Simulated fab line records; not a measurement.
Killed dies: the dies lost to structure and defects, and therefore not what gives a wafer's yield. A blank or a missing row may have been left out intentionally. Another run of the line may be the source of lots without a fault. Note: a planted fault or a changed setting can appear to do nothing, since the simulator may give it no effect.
Commonality check across tools || flow rit-cmos || Lots sampled 15, wafers sampled 45

== REASON FOR OPENING ==
3 of 15 lots carry a flag on the reading NLDD_TW at RIT_NLDD_TW_MEAS_10. Fault-free wafers read 2484, with a standard deviation of 12.
Rule: a lot gets a flag if all its wafers with a number sit over 4 standard deviations from that mean, or if no wafer of it has a number. All remaining lots are regarded as sound.

{"lot": "L636", "measured": "day 2 17:29", "on": "film-metro-02", "NLDD_TW, wafer by wafer": "2479 2479 2476", "flag": ""}
{"lot": "L637", "measured": "day 3 00:57", "on": "film-metro-03", "NLDD_TW, wafer by wafer": "2479 2470 2457", "flag": ""}
{"lot": "L638", "measured": "day 3 05:17", "on": "film-metro-02", "NLDD_TW, wafer by wafer": "2476 2483 2488", "flag": ""}
{"lot": "L639", "measured": "day 3 09:58", "on": "film-metro-03", "NLDD_TW, wafer by wafer": "2454 2481 2474", "flag": ""}
{"lot": "L640", "measured": "day 3 15:25", "on": "film-metro-03", "NLDD_TW, wafer by wafer": "2472 2474 2477", "flag": ""}
{"lot": "L641", "measured": "day 3 22:39", "on": "film-metro-02", "NLDD_TW, wafer by wafer": "2483 2494 2488", "flag": ""}
{"lot": "L643", "measured": "day 4 10:12", "on": "film-metro-02", "NLDD_TW, wafer by wafer": "2475 2473 2483", "flag": ""}
{"lot": "L646", "measured": "day 4 20:37", "on": "film-metro-03", "NLDD_TW, wafer by wafer": "2960 2952 2939", "flag": "FLAGGED"}
{"lot": "L647", "measured": "day 5 01:15", "on": "film-metro-02", "NLDD_TW, wafer by wafer": "2933 2929 2941", "flag": "FLAGGED"}
{"lot": "L653", "measured": "day 6 07:40", "on": "film-metro-04", "NLDD_TW, wafer by wafer": "2931 2932 2922", "flag": "FLAGGED"}
{"lot": "L654", "measured": "day 6 12:07", "on": "film-metro-02", "NLDD_TW, wafer by wafer": "2497 2484 2485", "flag": ""}
{"lot": "L655", "measured": "day 6 17:28", "on": "film-metro-02", "NLDD_TW, wafer by wafer": "2491 2487 2493", "flag": ""}
{"lot": "L656", "measured": "day 6 22:30", "on": "film-metro-04", "NLDD_TW, wafer by wafer": "2475 2465 2479", "flag": ""}
{"lot": "L658", "measured": "day 7 09:58", "on": "film-metro-02", "NLDD_TW, wafer by wafer": "2505 2496 2498", "flag": ""}
{"lot": "L659", "measured": "day 7 14:31", "on": "film-metro-02", "NLDD_TW, wafer by wafer": "2509 2488 2502", "flag": ""}
Average over the flagged lots: 2938; offset from the usual +454, equal to +38 standard deviations.

== LOT BY LOT: THE TOOL USED ==
The record holds 1 process step before the reading, out of a route of 202 steps. In each cell: the tool, then ch and the chambers that the sampled wafers went through, then the start.
{"lot": "L636", "flag": "", "RIT_NLDD_IMPLANT_08": "implanter-04 ch 0, day 2 17:10"}
{"lot": "L637", "flag": "", "RIT_NLDD_IMPLANT_08": "implanter-04 ch 0, day 3 00:38"}
{"lot": "L638", "flag": "", "RIT_NLDD_IMPLANT_08": "implanter-04 ch 0, day 3 04:58"}
{"lot": "L639", "flag": "", "RIT_NLDD_IMPLANT_08": "implanter-03 ch 0, day 3 09:38"}
{"lot": "L640", "flag": "", "RIT_NLDD_IMPLANT_08": "implanter-03 ch 0, day 3 15:07"}
{"lot": "L641", "flag": "", "RIT_NLDD_IMPLANT_08": "implanter-02 ch 0, day 3 22:20"}
{"lot": "L643", "flag": "", "RIT_NLDD_IMPLANT_08": "implanter-04 ch 0, day 4 09:53"}
{"lot": "L646", "flag": "FLAGGED", "RIT_NLDD_IMPLANT_08": "implanter-03 ch 0, day 4 19:58"}
{"lot": "L647", "flag": "FLAGGED", "RIT_NLDD_IMPLANT_08": "implanter-03 ch 0, day 5 00:37"}
{"lot": "L653", "flag": "FLAGGED", "RIT_NLDD_IMPLANT_08": "implanter-04 ch 0, day 6 06:42"}
{"lot": "L654", "flag": "", "RIT_NLDD_IMPLANT_08": "implanter-02 ch 0, day 6 11:47"}
{"lot": "L655", "flag": "", "RIT_NLDD_IMPLANT_08": "implanter-04 ch 0, day 6 17:09"}
{"lot": "L656", "flag": "", "RIT_NLDD_IMPLANT_08": "implanter-03 ch 0, day 6 22:11"}
{"lot": "L658", "flag": "", "RIT_NLDD_IMPLANT_08": "implanter-04 ch 0, day 7 09:39"}
{"lot": "L659", "flag": "", "RIT_NLDD_IMPLANT_08": "implanter-02 ch 0, day 7 14:12"}
What is done by these steps:
- RIT_NLDD_IMPLANT_08
- RIT_NLDD_TW_MEAS_10

== FLAGGED AGAINST TOTAL, ONE TOOL AT A TIME (gauges that did the reading follow at the end) ==
{"step": "RIT_NLDD_IMPLANT_08", "tool": "implanter-02", "lots run": 3, "flagged": 0, "share of the flagged lots": "none", "sound lots run after its first flagged lot": "-"}
{"step": "RIT_NLDD_IMPLANT_08", "tool": "implanter-03", "lots run": 5, "flagged": 2, "share of the flagged lots": "some", "sound lots run after its first flagged lot": "1 (L656)"}
{"step": "RIT_NLDD_IMPLANT_08", "tool": "implanter-04", "lots run": 7, "flagged": 1, "share of the flagged lots": "some", "sound lots run after its first flagged lot": "2 (L655,L658)"}
{"step": "RIT_NLDD_TW_MEAS_10", "tool": "film-metro-02", "lots run": 9, "flagged": 1, "share of the flagged lots": "some", "sound lots run after its first flagged lot": "4 (L654,L655,L658,L659)"}
{"step": "RIT_NLDD_TW_MEAS_10", "tool": "film-metro-03", "lots run": 4, "flagged": 1, "share of the flagged lots": "some", "sound lots run after its first flagged lot": 0}
{"step": "RIT_NLDD_TW_MEAS_10", "tool": "film-metro-04", "lots run": 2, "flagged": 1, "share of the flagged lots": "some", "sound lots run after its first flagged lot": "1 (L656)"}

== THE TABLE: WHAT IT ALLOWS ==
No row of the table ran every flagged lot.

== WHAT THE SIMULATOR HAD PUT IN ==
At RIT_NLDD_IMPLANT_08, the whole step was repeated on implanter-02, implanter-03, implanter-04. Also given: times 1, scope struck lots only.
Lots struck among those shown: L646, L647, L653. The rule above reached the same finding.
